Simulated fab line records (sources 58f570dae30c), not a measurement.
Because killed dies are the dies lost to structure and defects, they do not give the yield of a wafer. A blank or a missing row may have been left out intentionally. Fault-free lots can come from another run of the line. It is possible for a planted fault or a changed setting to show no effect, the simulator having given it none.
Which tool was responsible? || flow berkeley-cmos170 || Sampling: 14 lots, 42 wafers, 4 of 331 route steps

## WHAT THE GAUGES READ, wafer by wafer
UCB170_START_BOW_MEAS_00. Usual: INCOMING_BOW gives -1 um (standard deviation 6.5).
{"lot": "L974", "measured": "day 1 10:00", "on": "film-metro-01", "INCOMING_BOW (um)": "3 -2 3", "flag": ""}
{"lot": "L976", "measured": "day 1 20:01", "on": "film-metro-01", "INCOMING_BOW (um)": "5 -1 -3", "flag": ""}
{"lot": "L978", "measured": "day 2 06:04", "on": "film-metro-01", "INCOMING_BOW (um)": "-7 -3 -11", "flag": ""}
{"lot": "L979", "measured": "day 2 11:02", "on": "film-metro-01", "INCOMING_BOW (um)": "0 -11 4", "flag": ""}
{"lot": "L980", "measured": "day 2 16:00", "on": "film-metro-02", "INCOMING_BOW (um)": "-2 10 -12", "flag": ""}
{"lot": "L981", "measured": "day 2 21:00", "on": "film-metro-02", "INCOMING_BOW (um)": "-10 -5 3", "flag": ""}
{"lot": "L982", "measured": "day 3 02:01", "on": "film-metro-02", "INCOMING_BOW (um)": "7 -1 -4", "flag": ""}
{"lot": "L983", "measured": "day 3 07:00", "on": "film-metro-02", "INCOMING_BOW (um)": "4 -3 -12", "flag": ""}
{"lot": "L984", "measured": "day 3 12:00", "on": "film-metro-02", "INCOMING_BOW (um)": "9 1 10", "flag": ""}
{"lot": "L988", "measured": "day 4 08:00", "on": "film-metro-02", "INCOMING_BOW (um)": "6 10 -1", "flag": ""}
{"lot": "L989", "measured": "day 4 13:00", "on": "film-metro-02", "INCOMING_BOW (um)": "-4 -3 -12", "flag": ""}
{"lot": "L990", "measured": "day 4 18:00", "on": "film-metro-01", "INCOMING_BOW (um)": "-3 -3 3", "flag": ""}
{"lot": "L992", "measured": "day 5 04:02", "on": "film-metro-03", "INCOMING_BOW (um)": "3 1 -4", "flag": ""}
{"lot": "L993", "measured": "day 5 09:00", "on": "film-metro-02", "INCOMING_BOW (um)": "3 -8 2", "flag": ""}

UCB170_ACTIVE_CD_MEAS_13 targets a cd of 1200 nm. Usual: cd-nm reads 1199.9 nm (standard deviation 1.8).
{"lot": "L974", "measured": "day 4 09:46", "on": "cd-sem-01", "cd-nm (nm)": "1199.1 1198.8 1197.9", "flag": ""}
{"lot": "L976", "measured": "day 5 01:59", "on": "cd-sem-01", "cd-nm (nm)": "1200.8 1200.1 1200.7", "flag": ""}
{"lot": "L978", "measured": "day 5 15:42", "on": "cd-sem-01", "cd-nm (nm)": "1202.5 1200.1 1201.3", "flag": ""}
{"lot": "L979", "measured": "day 5 15:57", "on": "cd-sem-02", "cd-nm (nm)": "1197.7 1198.1 1196.6", "flag": ""}
{"lot": "L980", "measured": "day 5 18:49", "on": "cd-sem-01", "cd-nm (nm)": "1199.3 1200.6 1201.0", "flag": ""}
{"lot": "L981", "measured": "day 5 19:04", "on": "cd-sem-02", "cd-nm (nm)": "1203.2 1201.5 1203.1", "flag": ""}
{"lot": "L982", "measured": "day 6 00:02", "on": "cd-sem-02", "cd-nm (nm)": "1199.6 1199.7 1200.0", "flag": ""}
{"lot": "L983", "measured": "day 6 00:17", "on": "cd-sem-02", "cd-nm (nm)": "1198.7 1198.7 1197.9", "flag": ""}
{"lot": "L984", "measured": "day 6 06:16", "on": "cd-sem-01", "cd-nm (nm)": "1200.1 1199.4 1200.3", "flag": ""}
{"lot": "L988", "measured": "day 7 13:41", "on": "cd-sem-02", "cd-nm (nm)": "1199.8 1199.5 1200.9", "flag": ""}
{"lot": "L989", "measured": "day 7 18:00", "on": "cd-sem-02", "cd-nm (nm)": "1198.3 1198.0 1198.6", "flag": ""}
{"lot": "L990", "measured": "day 7 07:04", "on": "cd-sem-01", "cd-nm (nm)": "1198.4 1198.5 1198.4", "flag": ""}
{"lot": "L992", "measured": "day 7 23:53", "on": "cd-sem-01", "cd-nm (nm)": "1202.2 1202.4 1203.4", "flag": ""}
{"lot": "L993", "measured": "day 7 23:43", "on": "cd-sem-01", "cd-nm (nm)": "1194.1 1195.0 1195.6", "flag": ""}

UCB170_M1_CD_MEAS_09 targets a cd of 700 nm. Usual: cd-nm reads 699.9 nm (standard deviation 1.3).
{"lot": "L974", "measured": "day 7 00:07", "on": "cd-sem-02", "cd-nm (nm)": "697.9 698.5 698.7", "flag": ""}
{"lot": "L976", "measured": "day 8 01:04", "on": "cd-sem-02", "cd-nm (nm)": "699.2 698.8 698.4", "flag": ""}
{"lot": "L978", "measured": "day 8 15:51", "on": "cd-sem-02", "cd-nm (nm)": "702.6 701.7 702.9", "flag": ""}
{"lot": "L979", "measured": "day 8 16:04", "on": "cd-sem-01", "cd-nm (nm)": "699.2 700.2 701.4", "flag": ""}
{"lot": "L980", "measured": "day 8 15:21", "on": "cd-sem-01", "cd-nm (nm)": "700.6 698.7 697.8", "flag": ""}
{"lot": "L981", "measured": "day 8 13:56", "on": "cd-sem-01", "cd-nm (nm)": "699.4 699.6 700.1", "flag": ""}
{"lot": "L982", "measured": "day 8 19:07", "on": "cd-sem-01", "cd-nm (nm)": "700.7 701.7 701.2", "flag": ""}
{"lot": "L983", "measured": "day 8 18:56", "on": "cd-sem-02", "cd-nm (nm)": "701.3 699.6 700.2", "flag": ""}
{"lot": "L984", "measured": "day 9 04:53", "on": "cd-sem-02", "cd-nm (nm)": "700.9 700.5 699.2", "flag": ""}
{"lot": "L988", "measured": "day 10 20:38", "on": "cd-sem-02", "cd-nm (nm)": "696.8 697.5 697.3", "flag": ""}
{"lot": "L989", "measured": "day 10 10:59", "on": "cd-sem-01", "cd-nm (nm)": "700.4 698.9 699.3", "flag": ""}
{"lot": "L990", "measured": "day 10 11:40", "on": "cd-sem-01", "cd-nm (nm)": "699.9 699.5 699.1", "flag": ""}
{"lot": "L992", "measured": "day 11 02:56", "on": "cd-sem-02", "cd-nm (nm)": "701.3 700.3 700.5", "flag": ""}
{"lot": "L993", "measured": "day 11 09:11", "on": "cd-sem-02", "cd-nm (nm)": "700.9 700.8 700.2", "flag": ""}

## EACH LOT AND THE TOOL THAT RAN IT (in order: tool; ch and the chambers of the sampled wafers; start)
{"lot": "L974", "UCB170_M1_SOFTBAKE_05": "litho-track-03 ch 0, day 6 23:00"}
{"lot": "L976", "UCB170_M1_SOFTBAKE_05": "litho-track-04 ch 0, day 8 00:00"}
{"lot": "L978", "UCB170_M1_SOFTBAKE_05": "litho-track-04 ch 0, day 8 14:00"}
{"lot": "L979", "UCB170_M1_SOFTBAKE_05": "litho-track-02 ch 0, day 8 14:00"}
{"lot": "L980", "UCB170_M1_SOFTBAKE_05": "litho-track-02 ch 0, day 8 14:00"}
{"lot": "L981", "UCB170_M1_SOFTBAKE_05": "litho-track-02 ch 0, day 8 13:00"}
{"lot": "L982", "UCB170_M1_SOFTBAKE_05": "litho-track-04 ch 0, day 8 18:00"}
{"lot": "L983", "UCB170_M1_SOFTBAKE_05": "litho-track-04 ch 0, day 8 18:00"}
{"lot": "L984", "UCB170_M1_SOFTBAKE_05": "litho-track-03 ch 0, day 9 03:00"}
{"lot": "L988", "UCB170_M1_SOFTBAKE_05": "litho-track-02 ch 0, day 10 20:00"}
{"lot": "L989", "UCB170_M1_SOFTBAKE_05": "litho-track-04 ch 0, day 10 09:00"}
{"lot": "L990", "UCB170_M1_SOFTBAKE_05": "litho-track-04 ch 0, day 10 10:00"}
{"lot": "L992", "UCB170_M1_SOFTBAKE_05": "litho-track-04 ch 0, day 11 02:00"}
{"lot": "L993", "UCB170_M1_SOFTBAKE_05": "litho-track-02 ch 0, day 11 08:00"}
- UCB170_M1_SOFTBAKE_05: time 60 s.

## AS READ BY THE TOOLS THEMSELVES (means over the sampled wafers that have a number; for cases with no such wafer, the mark the record gives instead)
UCB170_M1_SOFTBAKE_05. Usual: heater-power-total-W 56.80 W, standard deviation 0.043; plate-temp-C 130.02 C, standard deviation 0.16; resist-line-temp-C 23.03 C, standard deviation 0.1.
{"lot": "L974", "tool": "litho-track-03", "heater-power-total-W (W)": 56.80, "plate-temp-C (C)": 129.87, "resist-line-temp-C (C)": 22.96, "flag": ""}
{"lot": "L976", "tool": "litho-track-04", "heater-power-total-W (W)": 56.82, "plate-temp-C (C)": 130.11, "resist-line-temp-C (C)": 22.98, "flag": ""}
{"lot": "L978", "tool": "litho-track-04", "heater-power-total-W (W)": 56.80, "plate-temp-C (C)": 129.87, "resist-line-temp-C (C)": 22.91, "flag": ""}
{"lot": "L979", "tool": "litho-track-02", "heater-power-total-W (W)": 56.81, "plate-temp-C (C)": 130.17, "resist-line-temp-C (C)": 23.01, "flag": ""}
{"lot": "L980", "tool": "litho-track-02", "heater-power-total-W (W)": 56.79, "plate-temp-C (C)": 130.09, "resist-line-temp-C (C)": 22.91, "flag": ""}
{"lot": "L981", "tool": "litho-track-02", "heater-power-total-W (W)": 56.79, "plate-temp-C (C)": 130.03, "resist-line-temp-C (C)": 22.97, "flag": ""}
{"lot": "L982", "tool": "litho-track-04", "heater-power-total-W (W)": 56.78, "plate-temp-C (C)": 130.08, "resist-line-temp-C (C)": 23.13, "flag": ""}
{"lot": "L983", "tool": "litho-track-04", "heater-power-total-W (W)": 56.83, "plate-temp-C (C)": 130.23, "resist-line-temp-C (C)": 23.03, "flag": ""}
{"lot": "L984", "tool": "litho-track-03", "heater-power-total-W (W)": 56.78, "plate-temp-C (C)": 130.12, "resist-line-temp-C (C)": 23.11, "flag": ""}
{"lot": "L988", "tool": "litho-track-02", "heater-power-total-W (W)": 57.26, "plate-temp-C (C)": 130.85, "resist-line-temp-C (C)": 23.04, "flag": "OFF"}
{"lot": "L989", "tool": "litho-track-04", "heater-power-total-W (W)": 56.81, "plate-temp-C (C)": 130.00, "resist-line-temp-C (C)": 22.93, "flag": ""}
{"lot": "L990", "tool": "litho-track-04", "heater-power-total-W (W)": 56.82, "plate-temp-C (C)": 129.89, "resist-line-temp-C (C)": 23.00, "flag": ""}
{"lot": "L992", "tool": "litho-track-04", "heater-power-total-W (W)": 56.74, "plate-temp-C (C)": 129.85, "resist-line-temp-C (C)": 23.23, "flag": ""}
{"lot": "L993", "tool": "litho-track-02", "heater-power-total-W (W)": 57.29, "plate-temp-C (C)": 130.68, "resist-line-temp-C (C)": 23.09, "flag": "OFF"}

## THE ANSWER, worked out from the rows above alone
Rule: lot off if the mean of its wafers having a number is beyond 3 standard deviations from the usual mean. A lot without any number at a reading at which 4 lots or more have one is off too. Any other lot the step has rows for is counted as sound. After the gauges, taken in route order, come the tools' own readings; for these a lot's mean is taken, as printed above. At the first step where some lot is off, the reading lying furthest off is the one used; lots without a number count as furthest.
Off: L988, L993, at UCB170_M1_SOFTBAKE_05 (heater-power-total-W).
A tool fits if, at that step or a process step before it, it ran every lot that is off, and no sound lot after the first of them. One fits: litho-track-02 at UCB170_M1_SOFTBAKE_05. A fault onset in the window from L980 (day 8 14:00, its last sound lot) to L988 (day 10 20:00, its first lot off) fits.
The tool's own readings at UCB170_M1_SOFTBAKE_05 bear it out: on the lots that are off they differ by more than 5 times the standard deviation of the sound lots' means. heater-power-total-W reads 57.27 W there against 56.80 W on the sound lots; plate-temp-C reads 130.76 C there against 130.03 C on the sound lots.

## WHAT HAD BEEN PUT IN BY THE SIMULATOR
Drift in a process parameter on litho-track-02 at UCB170_M1_SOFTBAKE_05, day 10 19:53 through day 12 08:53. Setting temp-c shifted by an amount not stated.
Struck lots among those shown: L988, L993. The rule above reached the same finding.
